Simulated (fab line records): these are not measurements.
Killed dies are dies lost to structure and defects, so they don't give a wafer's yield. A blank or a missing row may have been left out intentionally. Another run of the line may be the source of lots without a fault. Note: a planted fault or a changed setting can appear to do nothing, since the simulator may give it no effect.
2 desks looking at one fault | flow rit_cmos | numbers are kept per desk, each desk with only its own; the story behind them comes last

THE METROLOGY DESK
What the gauges read for every lot (on any tool): the sampled wafers with a number, averaged. Marked OUT: a lot whose mean sits more than 4 standard deviations from the usual mean, which makes it out of limits; the brackets give that distance.
Columns: A = GATE_POLY_THK at RIT_GATE_THK_MEAS_09, usual 248.9 nm; B = PLDD_OVL at RIT_PLDD_OVL_MEAS_06, usual 0.4 nm
lot  | first seen here | A     | B
L839 | day 2 13:31     | 247.2 | 1.6
L840 | day 2 22:53     | 247.7 | 0.6
L841 | day 3 02:44     | 251.0 | 0.0
L842 | day 3 06:15     | 247.9 | 0.1
L843 | day 3 11:10     | 247.8 | 2.4
L844 | day 3 17:50     | 248.5 | 2.6
L845 | day 3 19:33     | 248.0 | 0.6
L849 | day 4 15:13     | 247.5 | -0.3
L851 | day 5 05:12     | 248.1 | -0.5
L853 | day 5 09:09     | 248.8 | 0.1
L854 | day 5 18:35     | 248.0 | 0.2
L856 | day 6 05:27     | 246.9 | 0.1
L857 | day 6 09:32     | 249.2 | 1.9
L859 | day 6 19:55     | 249.8 | -1.1
L860 | day 7 00:17     | 250.5 | 0.4
This desk found nothing out of limits on any of the 15 lots.

DESK OF THE TOOL OWNER: litho_track-02
At RIT_PSD_SOFTBAKE_02 (time 60 s), the tool's own readings, given per lot that ran on this tool as the mean of the sampled wafers with a number. Marked OUT: a lot whose mean sits more than 4 standard deviations from the usual mean, which makes it out of limits; the brackets give that distance.
Columns: A = heater_power_total_W at RIT_PSD_SOFTBAKE_02, usual 34.56 W; B = plate_temp_C at RIT_PSD_SOFTBAKE_02, usual 90.02 C; C = run_length_s at RIT_PSD_SOFTBAKE_02, usual 89.20 s
lot  | first seen here | A               | B     | C
L840 | day 3 10:44     | 34.54           | 89.94 | 89.20
L841 | day 3 15:01     | 34.57           | 90.10 | 89.23
L843 | day 3 23:40     | 34.53           | 90.11 | 89.30
L844 | day 4 07:04     | 34.61           | 90.01 | 89.24
L851 | day 5 18:19     | 36.48 (+38) OUT | -     | 78.77 (-87) OUT
L853 | day 5 22:22     | 36.50 (+38) OUT | -     | 78.86 (-86) OUT
L854 | day 6 06:38     | 36.44 (+37) OUT | -     | 78.82 (-86) OUT
This desk's finding: out of limits on L851, L853, L854; first on L851, day 5 18:19 (heater_power_total_W at RIT_PSD_SOFTBAKE_02). Within limits: L840, L841, L843, L844.

PUT TOGETHER
At day 5 18:19, on L851, L853, L854, the tool owner's desk was in a position to raise an alarm.
Metrology desk: nothing out of limits seen.
The metrology desk holds a record of L851, L853, L854, inside its limits.
Every lot named ran RIT_PSD_SOFTBAKE_02 on litho_track-02.

WHAT THE SIMULATOR HAD INSERTED
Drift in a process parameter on litho_track-02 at RIT_PSD_SOFTBAKE_02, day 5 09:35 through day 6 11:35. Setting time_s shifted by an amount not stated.
Lots struck among those shown: L851, L853, L854.
Hours from the fault's start to each desk's first reading out of limits: the tool owner's desk, 9.
